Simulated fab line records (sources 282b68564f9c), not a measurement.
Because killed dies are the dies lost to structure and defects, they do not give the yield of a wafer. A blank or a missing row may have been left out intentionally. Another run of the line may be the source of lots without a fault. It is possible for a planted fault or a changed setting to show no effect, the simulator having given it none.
A struck lot beside a sound one + flow rit-cmos + 18 out of 202 route steps
Sound: wafers L293.1, L293.4, L293.6. Wafers L302.2, L302.4, L302.5 were the ones struck. The cause comes at the end.
Each step with rows lists, per side, the tool, then ch with its chambers, then its first start. Under that, the readings that differ: sound wafers + struck wafers + difference of the means + sigmas: that difference in standard deviations of wafers without a fault.
alike: words and numbers the same on both sides, and readings whose means are apart by under 2 such deviations; not compared: readings that were withheld, readings missing a value for some wafer, numbers with overlapping values and no deviation given by the record, and bounds like >300 which may hide the same value.
The two part at a step that has a row with sigmas, a row that says differs or no value, or rows on one side only. When numbers do not overlap yet have no deviation, they are printed without sigmas and do not part them. Lack of a reading on every wafer of one side parts them only where that side has two or more wafers.

first, 1 step without rows for these wafers: RIT_SILICIDE_WET_ETCH_00 (etches SiO2 in BOE, target depth 14 nm, time 15 s).
RIT_SILICIDE_SPUTTER_01: material Ti, target thk 30 nm, time 240 s.
  sound on pvd-sputter-01, day 5 12:03; struck on pvd-sputter-02, day 7 20:16
  alike: throttle-valve-pct
RIT_SILICIDE_RS_MEAS_02: a four-point-probe measurement.
  sound on film-metro-04, day 5 12:12; struck on film-metro-04, day 7 20:26
  alike: SILICIDE_TI_RS
RIT_SILICIDE_THK_MEAS_03: measures by xrf.
  sound on film-metro-04, day 5 12:19; struck on film-metro-04, day 7 20:33
  alike: SILICIDE_TI_THK
RIT_SILICIDE_RTA_04: time 10 s, ramp up 5 s, ramp down 5 s.
  sound on rtp-anneal-02 ch 0, day 5 12:23; struck on rtp-anneal-01 ch 0, day 7 20:37
  alike: wafer_temp_C_max
then, 1 step without rows for these wafers: RIT_SILICIDE_WET_ETCH_05 (etches Ti in SPM, time 120 s).
RIT_SILICIDE_RTA_06: time 10 s, ramp up 5 s, ramp down 10 s.
  sound on rtp-anneal-01 ch 0, day 5 12:29; struck on rtp-anneal-02 ch 0, day 7 20:43
  alike: wafer_temp_C_max
RIT_CONTACT_CVD_00: deposits SiO2 from TEOS, target thk 400 nm, time 61 s.
  sound on pecvd-01 ch 1,2, day 5 12:34; struck on pecvd-01 ch 1,2, day 7 20:47
  alike: heater-power-w
RIT_CONTACT_THK_MEAS_01:
  sound on film-metro-04, day 5 12:37; struck on film-metro-02, day 7 20:50
  alike: CONTACT_TEOS_THK
then, 3 steps without rows for these wafers: RIT_CONTACT_HMDS_02 (prime time 60 s); RIT_CONTACT_COAT_03 (resist thk 1000 nm); RIT_CONTACT_SOFTBAKE_04 (time 60 s).
RIT_CONTACT_EXPOSE_05: exposes mask M11, target cd 1000 nm.
  sound on iline-stepper-01 ch 0, day 5 13:21; struck on iline-stepper-02 ch 0, day 7 21:22
| reading                         | sound                | struck            | difference | sigmas |
|---------------------------------|----------------------|-------------------|------------|--------|
| model.CONTACT.overlay-x-nm (nm) | 0.2433 0.2433 0.2433 | 347.1 347.1 347.1 | +346.9     |        |
  alike: mask, exposure-dose-mJ-cm2, stage-vel-mm-s
then, 2 steps without rows for these wafers: RIT_CONTACT_PEB_06; RIT_CONTACT_DEVELOP_07 (develop time 120 s).
RIT_CONTACT_CD_MEAS_08 targets a cd of 1000 nm.
  sound on cd-sem-01, day 5 13:52; struck on cd-sem-02, day 7 21:52
  alike: cd-nm
RIT_CONTACT_OVL_MEAS_09:
  sound on overlay-02, day 5 13:59; struck on overlay-02, day 7 22:11
| reading          | sound        | struck            | difference | sigmas      |
|------------------|--------------|-------------------|------------|-------------|
| CONTACT_OVL (nm) | 1.8 1.4 -0.6 | 346.7 348.5 348.3 | +347.0     | +99 or more |
  not compared: hold
RIT_M1_PROBE_99:
  rows exist in the record for the sound wafers here (prober-02, day 5 19:20), none for the struck ones

== WHERE THEY PART ==
Last at RIT_M1_PROBE_99 as far as this record goes, first at RIT_CONTACT_OVL_MEAS_09.

WHY: whatever the simulator had introduced
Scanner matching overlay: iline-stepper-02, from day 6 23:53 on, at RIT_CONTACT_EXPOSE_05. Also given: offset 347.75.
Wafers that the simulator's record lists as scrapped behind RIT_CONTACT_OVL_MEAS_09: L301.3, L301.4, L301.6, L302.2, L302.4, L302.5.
